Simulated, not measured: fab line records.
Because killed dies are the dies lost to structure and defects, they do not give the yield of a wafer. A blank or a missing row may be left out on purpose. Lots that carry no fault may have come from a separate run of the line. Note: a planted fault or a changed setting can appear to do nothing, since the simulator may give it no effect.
Split-lot study ; flow rit cmos ; route with 202 steps; 5 lots, 23 wafers read

THE SPLIT ITSELF
At RIT_CONTACT_EXPOSE_05 (exposes mask M11, target cd 1000 nm), the setting dose mj was moved away from the recipe's 250 on 11 of the 23 wafers read, by -4.9% to +5.0%. This setting was run at the recipe's value on the other wafers.

FROM THE SPLIT TO THE READING: what the file shows between them, 5 steps
- RIT_CONTACT_PEB_06
- RIT_CONTACT_DEVELOP_07: develop time 120 s
- RIT_CONTACT_CD_MEAS_08: target cd 1000 nm
- RIT_CONTACT_ETCH_11: etches SiO2 in CHF3/CF4/Ar, stops on TiSi2, target depth 480 nm, time 320 s (also split here: rf w)
- RIT_CONTACT_STRIP_12: strips in O2, time 180 s

THE READING
Shown in nm: cd nm at RIT_CONTACT_CD_MEAS_90, with target cd 1000 nm. Fault-free wafers of this fab line usually give 999.4 nm, standard deviation 2.1 nm.

wafer;tool, chamber at the split;dose mj as run;against the recipe;cd nm, nm;against lot-mates on the recipe
L074.1;iline stepper-02, 0;250;recipe;998.4;-
L074.3;iline stepper-02, 0;250;recipe;999.7;-
L074.5;iline stepper-02, 0;250;recipe;1000.5;-
L075.1;iline stepper-01, 0;250;recipe;998.6;-
L075.2;iline stepper-01, 0;242.3;-3.1%;989.7;-10.5
L075.4;iline stepper-01, 0;250;recipe;1000.6;-
L075.5;iline stepper-01, 0;250;recipe;1001.3;-
L075.6;iline stepper-01, 0;242.3;-3.1%;990.1;-10.1
L077.1;iline stepper-02, 0;262.6;+5.0%;1010.8;+12.2
L077.2;iline stepper-02, 0;250;recipe;997.0;-
L077.3;iline stepper-02, 0;250;recipe;1000.2;-
L077.4;iline stepper-02, 0;262.6;+5.0%;1012.9;+14.3
L077.5;iline stepper-02, 0;262.6;+5.0%;1014.3;+15.7
L081.1;iline stepper-01, 0;250;recipe;998.7;-
L081.2;iline stepper-01, 0;237.8;-4.9%;983.7;-16.2
L081.3;iline stepper-01, 0;250;recipe;1001.1;-
L081.5;iline stepper-01, 0;237.8;-4.9%;985.8;-14.1
L081.6;iline stepper-01, 0;237.8;-4.9%;982.5;-17.4
L083.1;iline stepper-02, 0;250;recipe;993.6;-
L083.2;iline stepper-02, 0;250;recipe;996.2;-
L083.3;iline stepper-02, 0;240.7;-3.7%;983.3;-11.6
L083.4;iline stepper-02, 0;240.7;-3.7%;982.5;-12.4
L083.5;iline stepper-02, 0;240.7;-3.7%;982.0;-12.9

FIT RESULTS
A straight line over all 23 wafers: cd nm changes by +3.12 nm for each +1% of dose mj; r = +0.97; the points scatter about the line by 2.5 nm.
The same after taking each lot's own level away (the mean of its wafers on the recipe; 23 wafers): +3.06 nm for each +1%; r = +0.99; scatter 1.3 nm.
The reading moves by 15 nm for the largest change in dose mj, on that fit.
Across the lots, their own levels run from 994.90 to 1000.17 nm, a range of 2.5 times the standard deviation given above.
Hence the lot-to-lot level has little effect on the slope; both slopes agree.
Check: for one of the wafers moved furthest among these (+5.0%), held out of the fit, the line's prediction against its lot-mates is +15.7 nm. It came out at +12.2 nm against them.

THESE WAFERS: OTHER SPLITS
Before the reading, these wafers also passed through other splits. Each is held against what the fit with the lots' levels taken away leaves over:
other split on the same wafers;wafers away from the commonest value;r with cd nm (lot level and that fit taken away)
RIT_PLDD_HARDBAKE_07 temp c;5;+0.09
RIT_NSD_SOFTBAKE_02 temp c;8;-0.03
RIT_NSD_IMPLANT_08 energy kev;6;+0.19
RIT_SDANNEAL_RTA_03 time s;9;+0.01
RIT_CONTACT_ETCH_11 rf w;6;-0.24

THE WHOLE CHAIN: every reading that the file lists as answering this split, in the file's order
step;what it does;reading;change (the file's fit);r (the file's)
RIT_CONTACT_DEVELOP_07;develop time 120 s;CONTACT.cd nm (the simulator's own value, which no gauge read);+3.12 nm for each +1% of the setting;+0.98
RIT_CONTACT_CD_MEAS_08;target cd 1000 nm;cd nm;+3.11 nm for each +1% of the setting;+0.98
RIT_CONTACT_CD_MEAS_90;target cd 1000 nm;cd nm;+3.12 nm for each +1% of the setting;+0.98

THE FILE'S OWN FIT
cd nm changes by +3.12 nm for each +1% of dose mj, r = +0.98.
